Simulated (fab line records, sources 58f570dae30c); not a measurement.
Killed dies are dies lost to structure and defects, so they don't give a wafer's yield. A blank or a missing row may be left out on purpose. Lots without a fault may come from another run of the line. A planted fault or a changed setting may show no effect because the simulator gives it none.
Tool commonality check | flow berkeley_cmos170 | 15 lots, 50 wafers sampled

WHY IT WAS OPENED
At UCB170_M3_CD_MEAS_15 the reading cd_nm is flagged on 3 of 15 lots. Wafers without a fault read 700.5 nm, standard deviation 1.5.
Rule: a lot is flagged when every wafer of it that has a number lies more than 4 standard deviations from that mean, or none has a number. The other lots count as sound.

lot  | measured     | on        | cd_nm (nm), wafer by wafer          | flag
L340 | day 7 21:22  | cd_sem-01 | 702.2 701.1 700.6                   |
L342 | day 8 03:54  | cd_sem-02 | 703.7 702.3 703.6                   |
L343 | day 8 14:43  | cd_sem-02 | 699.0 698.2 699.7                   |
L351 | day 9 14:28  | cd_sem-02 | 698.8 698.0 698.7                   |
L349 | day 9 19:02  | cd_sem-02 | 699.6 698.8 698.4                   |
L348 | day 9 19:44  | cd_sem-02 | 699.0 698.1 698.7                   |
L350 | day 9 19:47  | cd_sem-01 | 699.8 699.4 700.2                   |
L352 | day 10 16:54 | cd_sem-01 | 698.8 700.6 699.3                   |
L354 | day 10 17:35 | cd_sem-01 | 699.9 699.9 699.9                   |
L353 | day 10 22:18 | cd_sem-01 | 684.8 684.3 684.6 684.4 684.5 684.7 | FLAGGED
L355 | day 11 02:26 | cd_sem-02 | 685.4 688.0 685.7 688.0             | FLAGGED
L356 | day 11 03:20 | cd_sem-01 | 690.0 688.0 690.0 687.5             | FLAGGED
L357 | day 11 09:20 | cd_sem-02 | 700.4 699.7 701.0                   |
L358 | day 11 09:24 | cd_sem-01 | 702.7 703.0 701.6                   |
L361 | day 12 06:02 | cd_sem-01 | 699.9 698.5 698.3                   |
The numbers of the flagged lots are 686.4 nm on average: -14.1 nm against the usual, or -9 standard deviations.

WHICH TOOL RAN EACH LOT
The record holds 3 process steps before the reading, out of a route of 331 steps. In each cell: the tool, then ch and the chambers that the sampled wafers went through, then the start.
lot  | flag    | UCB170_M1_SPUTTER_00         | UCB170_M3_STRIP_07                   | UCB170_M3_SOFTBAKE_11
L340 |         | pvd_sputter-04, day 7 03:03  | plasma_asher-02 ch 0,1, day 7 19:35  | litho_track-02 ch 0, day 7 20:00
L342 |         | pvd_sputter-04, day 7 10:13  | plasma_asher-04 ch 0,1, day 8 02:38  | litho_track-02 ch 0, day 8 03:00
L343 |         | pvd_sputter-03, day 7 21:20  | plasma_asher-02 ch 0,1, day 8 12:22  | litho_track-03 ch 0, day 8 13:00
L351 |         | pvd_sputter-04, day 9 00:05  | plasma_asher-02 ch 0,1, day 9 13:11  | litho_track-01 ch 0, day 9 13:00
L349 |         | pvd_sputter-01, day 9 01:38  | plasma_asher-01 ch 0,1, day 9 15:29  | litho_track-03 ch 0, day 9 18:00
L348 |         | pvd_sputter-03, day 9 01:38  | plasma_asher-04 ch 0, day 9 16:50    | litho_track-01 ch 0, day 9 18:00
L350 |         | pvd_sputter-04, day 9 01:38  | plasma_asher-01 ch 0,1, day 9 16:10  | litho_track-02 ch 0, day 9 18:00
L352 |         | pvd_sputter-01, day 9 22:51  | plasma_asher-01 ch 0,1, day 10 15:04 | litho_track-02 ch 0, day 10 15:00
L354 |         | pvd_sputter-04, day 10 03:23 | plasma_asher-04 ch 0,1, day 10 15:51 | litho_track-03 ch 0, day 10 16:00
L353 | FLAGGED | pvd_sputter-01, day 10 05:41 | plasma_asher-04 ch 0,1, day 10 20:36 | litho_track-03 ch 0, day 10 21:00
L355 | FLAGGED | pvd_sputter-03, day 10 09:46 | plasma_asher-02 ch 0, day 11 00:56   | litho_track-03 ch 0, day 11 01:00
L356 | FLAGGED | pvd_sputter-01, day 10 10:16 | plasma_asher-04 ch 0,1, day 11 02:12 | litho_track-03 ch 0, day 11 02:00
L357 |         | pvd_sputter-03, day 10 15:53 | plasma_asher-04 ch 0,1, day 11 07:14 | litho_track-02 ch 0, day 11 08:00
L358 |         | pvd_sputter-04, day 10 15:16 | plasma_asher-04 ch 0,1, day 11 07:48 | litho_track-01 ch 0, day 11 08:00
L361 |         | pvd_sputter-03, day 11 08:47 | plasma_asher-02 ch 0,1, day 12 03:39 | litho_track-02 ch 0, day 12 04:00
What these steps do:
- UCB170_M1_SPUTTER_00: material Al, target thk 600 nm, time 80 s.
- UCB170_M3_STRIP_07: strips in O2.
- UCB170_M3_SOFTBAKE_11: time 60 s.
- UCB170_M3_CD_MEAS_15: target cd 700 nm.

FLAGGED OVER TOTAL, TOOL BY TOOL (the gauges that took the reading come last)
step                  | tool            | lots run | flagged | share of the flagged lots | sound lots run after its first flagged lot
UCB170_M1_SPUTTER_00  | pvd_sputter-01  | 4        | 2       | some                      | 0
UCB170_M1_SPUTTER_00  | pvd_sputter-03  | 5        | 1       | some                      | 2 (L357,L361)
UCB170_M1_SPUTTER_00  | pvd_sputter-04  | 6        | 0       | none                      | -
UCB170_M3_STRIP_07    | plasma_asher-01 | 3        | 0       | none                      | -
UCB170_M3_STRIP_07    | plasma_asher-02 | 5        | 1       | some                      | 1 (L361)
UCB170_M3_STRIP_07    | plasma_asher-04 | 7        | 2       | some                      | 2 (L357,L358)
UCB170_M3_SOFTBAKE_11 | litho_track-01  | 3        | 0       | none                      | -
UCB170_M3_SOFTBAKE_11 | litho_track-02  | 6        | 0       | none                      | -
UCB170_M3_SOFTBAKE_11 | litho_track-03  | 6        | 3       | all                       | 0
UCB170_M3_CD_MEAS_15  | cd_sem-01       | 8        | 2       | some                      | 2 (L358,L361)
UCB170_M3_CD_MEAS_15  | cd_sem-02       | 7        | 1       | some                      | 1 (L357)

WHAT THE TABLE ALLOWS
1 row of the table ran every flagged lot: litho_track-03 at UCB170_M3_SOFTBAKE_11.
- litho_track-03 at UCB170_M3_SOFTBAKE_11: 3 of its 6 lots flagged. Its last sound lot is L354 (day 10 16:00), its first flagged lot L353 (day 10 21:00): a fault that began between those two fits. Its own readings lie more than 4 standard deviations out on every wafer of the flagged lots: heater_power_total_W, plate_temp_C.
One tool is left: litho_track-03 at UCB170_M3_SOFTBAKE_11.

WHAT THE SIMULATOR HAD PUT IN
Process parameter drift: litho_track-03, from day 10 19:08 on, at UCB170_M3_SOFTBAKE_11. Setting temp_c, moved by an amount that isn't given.
Lots struck among those shown: L353, L355, L356. The rule above found the same.
